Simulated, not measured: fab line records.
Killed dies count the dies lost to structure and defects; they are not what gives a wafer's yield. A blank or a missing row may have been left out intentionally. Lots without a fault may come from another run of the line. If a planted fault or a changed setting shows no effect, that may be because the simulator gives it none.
Struck lot and sound lot, side by side | flow ritCmos | 15 out of 202 route steps
Sound: wafers L232.2, L232.3, L232.4. Wafers struck: L244.1, L244.2, L244.3. At the end, the cause is stated.
At each step with rows: each side's tool, then ch and its chambers, then its first start. Under that, the readings that differ: sound wafers | struck wafers | difference of the means | sigmas: that difference in standard deviations of wafers without a fault.
alike: a reading whose means differ by less than 2 such deviations, as well as words and numbers matching on both sides. not compared: withheld readings; readings where some wafer has no value; bounds like >300 that might hide an equal value; numbers whose values overlap and for which the record gives no deviation.
A row with sigmas, a row that says differs or no value, or rows on one side alone: a step with any of these is where the two part. When numbers do not overlap yet have no deviation, they are printed without sigmas and do not part them. Lack of a reading on every wafer of one side parts them only where that side has two or more wafers.

first, 3 steps without rows for these wafers: RIT_SDANNEAL_CLEAN_00 (cleans in SC1, time 600 s); RIT_SDANNEAL_CLEAN_01 (cleans in dHF, time 30 s); RIT_SDANNEAL_CLEAN_02 (cleans in SC2, time 600 s).
RIT_SDANNEAL_RTA_03: time 5 s.
  sound on rtpAnneal-02 ch 0, day 3 08:47; struck on rtpAnneal-02 ch 0, day 5 18:02
  alike: wafer_temp_C_max
RIT_SDANNEAL_RS_MEAS_04: a four-point-probe measurement.
  sound on filmMetro-01, day 3 08:51; struck on filmMetro-01, day 5 18:05
  alike: PSD_RS
RIT_SDANNEAL_RS_MEAS_05: a four-point-probe measurement.
  sound on filmMetro-01, day 3 08:58; struck on filmMetro-01, day 5 18:13
reading         | sound          | struck         | difference | sigmas
NSD_RS (ohm/sq) | 85.1 85.3 85.2 | 84.0 84.5 84.4 | -0.9       | -3
RIT_SDANNEAL_RS_MEAS_06: a four-point-probe measurement.
  sound on filmMetro-01, day 3 09:05; struck on filmMetro-01, day 5 18:20
  alike: PLDD_RS
RIT_SDANNEAL_RS_MEAS_07: a four-point-probe measurement.
  sound on filmMetro-01, day 3 09:13; struck on filmMetro-01, day 5 18:27
  alike: NLDD_RS
then, 1 step without rows for these wafers: RIT_SILICIDE_WET_ETCH_00 (etches SiO2 in BOE, target depth 14 nm, time 15 s).
RIT_SILICIDE_SPUTTER_01: material Ti, target thk 30 nm, time 240 s.
  sound on pvdSputter-03, day 3 09:19; struck on pvdSputter-04, day 5 18:35
  alike: substrateTempC, throttleValvePct
RIT_SILICIDE_RS_MEAS_02: a four-point-probe measurement.
  sound on filmMetro-02, day 3 09:29; struck on filmMetro-03, day 5 18:44
  alike: SILICIDE_TI_RS
RIT_SILICIDE_THK_MEAS_03: measures by xrf.
  sound on filmMetro-02, day 3 09:36; struck on filmMetro-03, day 5 18:51
  alike: SILICIDE_TI_THK
RIT_SILICIDE_RTA_04: time 10 s, ramp up 5 s, ramp down 5 s.
  sound on rtpAnneal-01 ch 0, day 3 09:40; struck on rtpAnneal-01 ch 0, day 5 18:55
reading          | sound             | struck            | difference | sigmas
wafer_temp_C_max | 653.1 652.6 652.5 | 657.6 657.0 656.9 | +4.4       | +7
then, 1 step without rows for these wafers: RIT_SILICIDE_WET_ETCH_05 (etches Ti in SPM, time 120 s).
RIT_M1_PROBE_99:
  sound on prober-02, day 3 17:28; struck on prober-02, day 6 01:34
  alike: killed_at_M0_to_M3, killedAtContacts, killedAtFrontEnd, killedDies, killedOpen, killedShort

## WHERE THEY PART
Last at RIT_SILICIDE_RTA_04 as far as this record goes, first at RIT_SDANNEAL_RS_MEAS_05. Later steps at which nothing parts them and some readings are alike: RIT_M1_PROBE_99.

WHY: the cause the simulator had injected
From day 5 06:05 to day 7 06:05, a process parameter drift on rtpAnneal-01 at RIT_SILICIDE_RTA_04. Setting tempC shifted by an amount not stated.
